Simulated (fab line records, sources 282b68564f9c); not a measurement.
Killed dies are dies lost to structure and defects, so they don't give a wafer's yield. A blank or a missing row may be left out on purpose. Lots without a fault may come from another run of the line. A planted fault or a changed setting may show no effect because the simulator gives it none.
A struck lot beside a sound one | flow rit_cmos | 15 steps out of a route of 202
Sound: wafers L206.4, L206.5, L206.6. Struck: wafers L197.1, L197.2, L197.5. The cause comes at the end.
At each step with rows: each side's tool, then ch and its chambers, then its first start. Under that, the readings that differ: sound wafers | struck wafers | difference of the means | sigmas: that difference in standard deviations of wafers without a fault.
alike: readings whose means differ by less than 2 such deviations, and words and numbers that are the same on both sides. not compared: withheld readings, readings that some wafer has no value for, bounds like >300 that may hide the same value, and numbers for which the record gives no deviation and whose values overlap.
The two part at a step that has a row with sigmas, a row that says differs or no value, or rows on one side only. Numbers that don't overlap but have no deviation are shown without sigmas and don't part them. A reading that every wafer of one side lacks parts them only if that side has two wafers or more.

first, 1 step without rows for these wafers: RIT_PRETRO_DEVELOP_05 (develop time 68 s).
RIT_PRETRO_OVL_MEAS_06:
  sound on overlay-01, day 5 04:53; struck on overlay-02, day 3 11:55
  alike: PRETRO_OVL
then, 2 steps without rows for these wafers: RIT_PRETRO_HARDBAKE_07 (time 120 s); RIT_PRETRO_IMPLANT_08.
RIT_PRETRO_STRIP_09: strips in O2, time 180 s.
  sound on plasma_asher-02 ch 0,1, day 5 05:22; struck on plasma_asher-02 ch 0,1, day 3 12:22
  alike: drypump_motor_current_A
  not compared: rf_hours_counter_h
RIT_PRETRO_TW_MEAS_10:
  sound on film_metro-03, day 5 05:31; struck on film_metro-03, day 3 12:32
  alike: PRETRO_TW
then, 5 steps without rows for these wafers: RIT_GATE_WET_ETCH_00 (etches SiO2 in BOE, target depth 56 nm, time 60 s); RIT_GATE_CLEAN_01 (cleans in SC1, time 600 s); RIT_GATE_CLEAN_02 (cleans in dHF, time 30 s); RIT_GATE_CLEAN_03 (cleans in SC2, time 600 s); RIT_GATE_CLEAN_04 (cleans in dHF, time 60 s).
RIT_FOX2_THK_MEAS_91:
  sound on film_metro-02, day 5 06:01; struck on film_metro-01, day 3 13:01
  alike: FIELD_OXIDE_LEFT_2_THK
RIT_GATE_OXIDATION_05: target thk 3 nm, ox time 270 s.
  sound on furnace-02 ch 0, day 5 06:03; struck on furnace-01, day 3 14:03
  no value came back on the struck wafers for ox_temp_c (C), ox_temp_c_max; on the sound wafers ox_temp_c (C) reads 899.6 899.5 900.5
then, 2 steps without rows for these wafers: RIT_GATE_ANNEAL_06 (time 600 s); RIT_GATE_CVD_08 (deposits poly-Si from SiH4, target thk 250 nm, time 2220 s).

WHERE THEY PART
Only at RIT_GATE_OXIDATION_05, within this record.

WHY: what the simulator had put in
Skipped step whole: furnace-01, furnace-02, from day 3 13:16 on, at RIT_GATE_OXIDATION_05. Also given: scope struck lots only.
